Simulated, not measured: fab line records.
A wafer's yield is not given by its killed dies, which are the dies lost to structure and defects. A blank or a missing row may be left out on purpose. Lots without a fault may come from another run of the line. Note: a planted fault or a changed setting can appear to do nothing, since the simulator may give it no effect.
Which tool was responsible? + flow ritCmos + 7 lots (21 wafers sampled), 1 step of a 202-step route

WHAT EACH GAUGE READ, for each wafer
RIT_ACTIVE_BOW_MEAS_00.
| lot  | measured    | on           | INCOMING_BOW (um) |
|------|-------------|--------------|-------------------|
| L325 | day 1 15:01 | filmMetro-03 | -3 12 11          |
| L328 | day 2 06:00 | filmMetro-02 | 0 -7 5            |
| L332 | day 3 02:00 | filmMetro-02 | 5 3 -6            |
| L336 | day 3 22:00 | filmMetro-03 | -1 0 -6           |
| L341 | day 4 23:00 | filmMetro-02 | -2 3 7            |
| L344 | day 5 14:00 | filmMetro-01 | -1 -3 -1          |
| L346 | day 6 00:01 | filmMetro-02 | -1 6 0            |

WHICH TOOL RAN EACH LOT (tool, then ch and the chambers of the sampled wafers, then the start)
Record: no process step prior to these readings.

THE ANSWER, worked out from the rows above alone
Rule: usual is defined by the lots themselves. The widest of any qualifying gaps counts: lots, ordered by their means at a reading, are off when they make up no more than a third of the lots, leave a main group of 4 or more, and stand apart from it by 3 or more times the standard deviation of that group's means. Not used: any main group whose means are identical at the precision the tables above print for the reading. Also off: a lot with no number at a reading for which 4 or more lots have one. Where the step has rows for the other lots, those lots are counted as sound.
Across all readings shown, no lot is off: no conclusion can be drawn from this.

WHAT THE SIMULATOR HAD PUT IN
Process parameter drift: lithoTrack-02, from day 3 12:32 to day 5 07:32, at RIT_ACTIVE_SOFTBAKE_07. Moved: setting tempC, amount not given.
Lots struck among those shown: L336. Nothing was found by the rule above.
